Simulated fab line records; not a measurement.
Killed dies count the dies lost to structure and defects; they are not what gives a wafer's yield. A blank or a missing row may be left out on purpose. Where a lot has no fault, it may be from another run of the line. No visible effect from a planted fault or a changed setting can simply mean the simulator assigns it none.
A single fault, viewed from 2 desks ; flow berkeley-cmos170 ; each desk has only its own numbers; what lay behind them comes last

== THE METROLOGY DESK ==
What the gauges read for every lot (on any tool): the sampled wafers with a number, averaged. Marked OUT: a lot whose mean sits more than 4 standard deviations from the usual mean, which makes it out of limits; the brackets give that distance.
Columns: A = cd-nm at UCB170_CONTACT_CD_MEAS_15, usual 699.8 nm; B = CONTACT_OVL at UCB170_CONTACT_OVL_MEAS_16, usual 3 nm; C = cd-nm at UCB170_CONTACT_CD_MEAS_90, usual 700.1 nm; D = M1_AL_RS at UCB170_M1_RS_MEAS_01, usual 0.0488 ohm/sq; E = M1_AL_THK at UCB170_M1_THK_MEAS_02, usual 595 nm; F = cd-nm at UCB170_M1_CD_MEAS_09, usual 699.9 nm
lot;first seen here;A;B;C;D;E;F
L781;day 8 12:09;699.0;7;698.8;0.0489;593;699.6
L785;day 9 14:43;699.2;-3;699.5;0.0492;587;700.6
L793;day 10 21:17;699.9;4;700.4;0.0488;594;697.8
L795;day 11 10:46;700.8;3;701.6;0.0488;591;698.1
L799;day 12 13:08;699.1;2;699.1;0.0489;594;701.3
L802;day 13 10:02;700.2;2;700.8;0.0488;594;700.5
This desk's verdict: no lot among the 6 shows anything out of limits.

== DESK OF THE TOOL OWNER: litho-track-02 ==
The tool's own readings at UCB170_M1_COAT_04 (resist thk 900 nm): means of the sampled wafers that have a number, for each lot that ran on this tool. Marked OUT: a lot whose mean sits more than 4 standard deviations from the usual mean, which makes it out of limits; the brackets give that distance.
Columns: A = resist-line-temp-C at UCB170_M1_COAT_04, usual 23.02 C; B = spin-speed-rpm at UCB170_M1_COAT_04, usual 1499.8 rpm
lot;first seen here;A;B
L781;day 8 13:00;23.06;1499.4
L793;day 10 22:00;23.12;1518.0 (+19) OUT
L795;day 11 12:00;23.10;1518.5 (+19) OUT
This desk's verdict: out of limits on L793, L795, starting with L793 at day 10 22:00 (spin-speed-rpm at UCB170_M1_COAT_04). L781: within limits.

== BROUGHT TOGETHER ==
At day 10 22:00, on L793, L795, the tool owner's desk was in a position to raise an alarm.
Nothing out of limits was seen by the metrology desk.
The metrology desk holds a record of L793, L795, inside its limits.
All the named lots went through UCB170_M1_COAT_04 on litho-track-02.

== WHAT THE SIMULATOR HAD PUT IN ==
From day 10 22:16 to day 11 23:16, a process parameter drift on litho-track-02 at UCB170_M1_COAT_04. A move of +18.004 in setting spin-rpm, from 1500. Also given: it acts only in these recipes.
Struck lots among those shown: L793, L795.
